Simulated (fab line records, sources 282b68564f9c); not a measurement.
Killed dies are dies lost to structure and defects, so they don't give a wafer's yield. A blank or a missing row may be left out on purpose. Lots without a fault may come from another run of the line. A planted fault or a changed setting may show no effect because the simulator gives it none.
A struck lot beside a sound one | flow rit_cmos | 32 steps out of a route of 202
Sound: wafers L390.1, L390.2, L390.6. Struck: wafers L396.1, L396.4, L396.5. The cause comes at the end.
At each step with rows: each side's tool, then ch and its chambers, then its first start. Under that, the readings that differ: sound wafers | struck wafers | difference of the means | sigmas: that difference in standard deviations of wafers without a fault.
alike: readings whose means differ by less than 2 such deviations, and words and numbers that are the same on both sides. not compared: withheld readings, readings that some wafer has no value for, bounds like >300 that may hide the same value, and numbers for which the record gives no deviation and whose values overlap.
The two part at a step that has a row with sigmas, a row that says differs or no value, or rows on one side only. Numbers that don't overlap but have no deviation are shown without sigmas and don't part them. A reading that every wafer of one side lacks parts them only if that side has two wafers or more.

first, 1 step without rows for these wafers: RIT_PWELL_DEVELOP_05 (develop time 68 s).
RIT_PWELL_OVL_MEAS_06:
  sound on overlay-02, day 1 22:47; struck on overlay-01, day 3 03:56
  reading        | sound       | struck       | difference | sigmas
  PWELL_OVL (nm) | 3.6 3.5 4.0 | -0.6 0.8 0.2 | -3.6       | -2
then, 2 steps without rows for these wafers: RIT_PWELL_HARDBAKE_07 (time 120 s); RIT_PWELL_IMPLANT_08.
RIT_PWELL_STRIP_09: strips in O2, time 180 s.
  sound on plasma_asher-03 ch 0,1, day 1 23:13; struck on plasma_asher-02 ch 0,1, day 3 04:22
  alike: drypump_motor_current_A
  not compared: rf_hours_counter_h
RIT_PWELL_TW_MEAS_10:
  sound on film_metro-03, day 1 23:24; struck on film_metro-04, day 3 04:33
  alike: PWELL_TW
then, 1 step without rows for these wafers: RIT_WELLDRIVE_ANNEAL_00 (time 14700 s).
RIT_WELLDRIVE_RS_MEAS_01: measures by four-point-probe.
  sound on film_metro-04, day 2 04:32; struck on film_metro-03, day 3 09:41
  alike: NWELL_RS
RIT_WELLDRIVE_RS_MEAS_02: measures by four-point-probe.
  sound on film_metro-04, day 2 04:40; struck on film_metro-03, day 3 09:49
  reading           | sound             | struck            | difference | sigmas
  PWELL_RS (ohm/sq) | 427.7 428.7 429.1 | 431.9 431.8 431.8 | +3.3       | +2
then, 3 steps without rows for these wafers: RIT_NRETRO_HMDS_00 (prime time 60 s); RIT_NRETRO_COAT_01 (resist thk 1300 nm); RIT_NRETRO_SOFTBAKE_02 (time 60 s).
RIT_NRETRO_EXPOSE_03: exposes mask M4, target cd 43900 nm.
  sound on iline_stepper-02 ch 0, day 2 05:14; struck on iline_stepper-01 ch 0, day 3 10:34
  reading | sound          | struck         | difference | sigmas
  mask    | M4#0 M4#0 M4#0 | M5#0 M5#0 M5#0 | differs    |
then, 2 steps without rows for these wafers: RIT_NRETRO_PEB_04; RIT_NRETRO_DEVELOP_05 (develop time 68 s).
RIT_NRETRO_OVL_MEAS_06:
  sound on overlay-02, day 2 05:40; struck on overlay-01, day 3 10:59
  reading         | sound         | struck | difference                    | sigmas
  NRETRO_OVL (nm) | 0.3 -0.3 -1.3 | - - -  | no value on the struck wafers |
then, 2 steps without rows for these wafers: RIT_NRETRO_HARDBAKE_07 (time 120 s); RIT_NRETRO_IMPLANT_08.
RIT_NRETRO_STRIP_09: strips in O2, time 180 s.
  sound on plasma_asher-02 ch 0,1, day 2 06:06; struck on plasma_asher-02 ch 0,1, day 3 11:25
  alike: drypump_motor_current_A
  not compared: rf_hours_counter_h
RIT_NRETRO_TW_MEAS_10:
  sound on film_metro-02, day 2 06:16; struck on film_metro-02, day 3 11:36
  reading   | sound          | struck   | difference | sigmas
  NRETRO_TW | 1048 1051 1052 | 30 30 30 | -1020      | -99 or more
then, 6 steps without rows for these wafers: RIT_PRETRO_HMDS_00 (prime time 60 s); RIT_PRETRO_COAT_01 (resist thk 1300 nm); RIT_PRETRO_SOFTBAKE_02 (time 60 s); RIT_PRETRO_EXPOSE_03 (exposes mask M5, target cd 43700 nm); RIT_PRETRO_PEB_04; RIT_PRETRO_DEVELOP_05 (develop time 68 s).
RIT_PRETRO_OVL_MEAS_06:
  sound on overlay-01, day 2 07:20; struck on overlay-01, day 3 12:40
  alike: PRETRO_OVL
then, 2 steps without rows for these wafers: RIT_PRETRO_HARDBAKE_07 (time 120 s); RIT_PRETRO_IMPLANT_08.
RIT_PRETRO_STRIP_09: strips in O2, time 180 s.
  sound on plasma_asher-04 ch 0,1, day 2 07:46; struck on plasma_asher-01 ch 0,1, day 3 13:06
  alike: drypump_motor_current_A
  not compared: rf_hours_counter_h
RIT_PRETRO_TW_MEAS_10:
  sound on film_metro-04, day 2 07:57; struck on film_metro-04, day 3 13:16
  reading   | sound             | struck               | difference | sigmas
  PRETRO_TW | 479.6 475.8 476.1 | 1084.0 1088.6 1083.7 | +608.3     | +99 or more
then, 1 step without rows for these wafers: RIT_GATE_WET_ETCH_00 (etches SiO2 in BOE, target depth 56 nm, time 60 s).

WHERE THEY PART
First at RIT_PWELL_OVL_MEAS_06; last, within this record, at RIT_PRETRO_TW_MEAS_10.

WHY: what the simulator had put in
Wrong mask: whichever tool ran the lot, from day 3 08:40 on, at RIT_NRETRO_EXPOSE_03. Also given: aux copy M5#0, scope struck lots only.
